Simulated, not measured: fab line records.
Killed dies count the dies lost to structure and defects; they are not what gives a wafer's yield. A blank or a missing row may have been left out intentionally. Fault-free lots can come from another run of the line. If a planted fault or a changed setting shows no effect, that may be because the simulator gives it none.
Chamber matching | flow berkeleyCmos170 | 4 sister chambers for UCB170_V2_CMP_02 on cmp-02
The step polishes SiO2. 4 wafers are shown with their chamber, then 8 later ones without.

EACH WAFER AND ITS CHAMBER
wafer  | chamber | motorCurrentA (A)
L328.6 | 3       | 16.1
L329.3 | 0       | 17.2
L329.4 | 1       | 18.4
L330.1 | 2       | 15.5

WAFERS WITHOUT THEIR CHAMBER
wafer  | motorCurrentA (A)
L330.3 | 17.3
L330.5 | 16.4
L343.1 | 16.3
L343.3 | 19.4
L343.6 | 16.5
L344.4 | 17.4
L344.5 | 15.4
L344.6 | 16.4

THE CHAMBER EACH PASSED THROUGH
wafer  | from the rows above          | in truth
L330.3 | 0                            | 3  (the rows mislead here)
L330.5 | can't be placed: 3 or 0 or 2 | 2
L343.1 | can't be placed: 3 or 2 or 0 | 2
L343.3 | 1                            | 1
L343.6 | can't be placed: 3 or 0 or 2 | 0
L344.4 | can't be placed: 0 or 1      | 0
L344.5 | can't be placed: 2 or 3      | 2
L344.6 | can't be placed: 3 or 0 or 2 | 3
1 of 8 placed correctly. Not placeable from these rows: 6 (in 6, the candidates include the true chamber). Number placed wrongly: 1.
How it was worked out, from the rows above alone: a wafer's distance from a chamber is the root of the sum, over the readings, of the square of ((its reading less the chamber's mean) divided by the reading's scatter). The wafer belongs to the nearest chamber; if the next one is less than 2 further off, it can't be placed. A chamber's mean is the mean of its shown wafers. The scatter: root of mean squared gap, hidden wafer to nearest shown wafer, with one shown wafer a chamber.
